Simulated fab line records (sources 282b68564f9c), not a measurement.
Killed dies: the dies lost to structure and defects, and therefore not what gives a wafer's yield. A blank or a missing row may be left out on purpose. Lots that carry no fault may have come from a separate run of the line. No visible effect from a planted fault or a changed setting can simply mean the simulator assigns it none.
Which tool was responsible? | flow rit_cmos | Sampling: 15 lots, 45 wafers, 2 of 202 route steps

## WHAT THE GAUGES SHOWED, per wafer
RIT_ACTIVE_CD_MEAS_11: target cd 1400 nm.
lot  | measured    | on        | cd_nm (nm)
L505 | day 1 19:36 | cd_sem-02 | 1398.8 1400.6 1398.9
L507 | day 2 06:11 | cd_sem-01 | 1400.4 1400.3 1401.7
L510 | day 2 21:12 | cd_sem-01 | 1398.1 1399.2 1396.4
L511 | day 3 01:37 | cd_sem-01 | 1402.5 1404.0 1401.1
L512 | day 3 07:39 | cd_sem-01 | 1398.5 1398.6 1400.2
L513 | day 3 12:32 | cd_sem-02 | 1401.6 1403.7 1404.6
L514 | day 3 16:26 | cd_sem-01 | 1399.6 1398.2 1399.5
L516 | day 4 02:28 | cd_sem-02 | 1402.7 1402.5 1402.2
L517 | day 4 07:40 | cd_sem-02 | 1401.6 1401.9 1402.0
L518 | day 4 12:36 | cd_sem-01 | 1400.6 1397.2 1399.5
L519 | day 4 17:26 | cd_sem-01 | 1401.1 1401.6 1401.7
L520 | day 4 22:30 | cd_sem-02 | 1407.8 1406.4 1407.4
L521 | day 5 03:34 | cd_sem-02 | 1406.6 1408.7 1405.6
L522 | day 5 08:35 | cd_sem-01 | 1408.9 1408.0 1409.9
L527 | day 6 11:19 | cd_sem-02 | 1403.1 1400.4 1401.0

## EACH LOT AND THE TOOL THAT RAN IT (in order: tool; ch and the chambers of the sampled wafers; start)
lot  | RIT_ACTIVE_DEVELOP_10
L505 | litho_track-02 ch 0, day 1 19:00
L507 | litho_track-02 ch 0, day 2 06:00
L510 | litho_track-03 ch 0, day 2 21:00
L511 | litho_track-02 ch 0, day 3 01:00
L512 | litho_track-03 ch 0, day 3 07:00
L513 | litho_track-03 ch 0, day 3 12:00
L514 | litho_track-02 ch 0, day 3 16:00
L516 | litho_track-02 ch 0, day 4 02:00
L517 | litho_track-02 ch 0, day 4 07:00
L518 | litho_track-02 ch 0, day 4 12:00
L519 | litho_track-04 ch 0, day 4 17:00
L520 | litho_track-02 ch 0, day 4 22:00
L521 | litho_track-02 ch 0, day 5 03:00
L522 | litho_track-02 ch 0, day 5 08:00
L527 | litho_track-04 ch 0, day 6 11:00
- RIT_ACTIVE_DEVELOP_10: develop time 50 s.

## AS READ BY THE TOOLS THEMSELVES (means over the sampled wafers that have a number; for cases with no such wafer, the mark the record gives instead)
RIT_ACTIVE_DEVELOP_10.
lot  | tool           | developer_temp_C (C)
L505 | litho_track-02 | 23.02
L507 | litho_track-02 | 23.06
L510 | litho_track-03 | 23.04
L511 | litho_track-02 | 23.09
L512 | litho_track-03 | 22.92
L513 | litho_track-03 | 23.12
L514 | litho_track-02 | 23.01
L516 | litho_track-02 | 22.97
L517 | litho_track-02 | 23.05
L518 | litho_track-02 | 22.92
L519 | litho_track-04 | 23.04
L520 | litho_track-02 | 25.26
L521 | litho_track-02 | 25.41
L522 | litho_track-02 | 25.21
L527 | litho_track-04 | 22.89

## THE ANSWER, worked out from the rows above alone
Rule: the usual values come from the lots themselves. The widest of any qualifying gaps counts: lots, ordered by their means at a reading, are off when they make up no more than a third of the lots, leave a main group of 4 or more, and stand apart from it by 3 or more times the standard deviation of that group's means. The tables above print the reading to a certain number of digits; a main group whose means all agree to those digits is not used. A lot without any number at a reading at which 4 lots or more have one is off too. Where the step has rows for the other lots, those lots are counted as sound. First the gauges in route order, then the tools' own readings, where a lot's mean is used as printed above. The first step at which some lot is off is used, and at that step the reading that is off furthest; a lot without a number counts as furthest.
Off at RIT_ACTIVE_DEVELOP_10 (developer_temp_C): L520, L521, L522. For the main group the mean is 23.01 C and the standard deviation 0.069.
If a tool, at that step or one of the process steps before it, ran each lot that is off and ran no sound lot following the first of them, it fits. One fits: RIT_ACTIVE_DEVELOP_10 on litho_track-02. Its last sound lot is L518 (day 4 12:00), its first lot that is off L520 (day 4 22:00): a fault that began between those two fits.
The tool's own readings at RIT_ACTIVE_DEVELOP_10 bear it out: on the lots that are off they differ by more than 5 times the standard deviation of the sound lots' means. developer_temp_C reads 25.29 C there against 23.01 C on the sound lots.

## WHAT THE SIMULATOR PUT IN
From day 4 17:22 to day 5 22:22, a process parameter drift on litho_track-02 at RIT_ACTIVE_DEVELOP_10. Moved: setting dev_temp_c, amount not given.
Lots struck among those shown: L520, L521, L522. The rule above found the same.
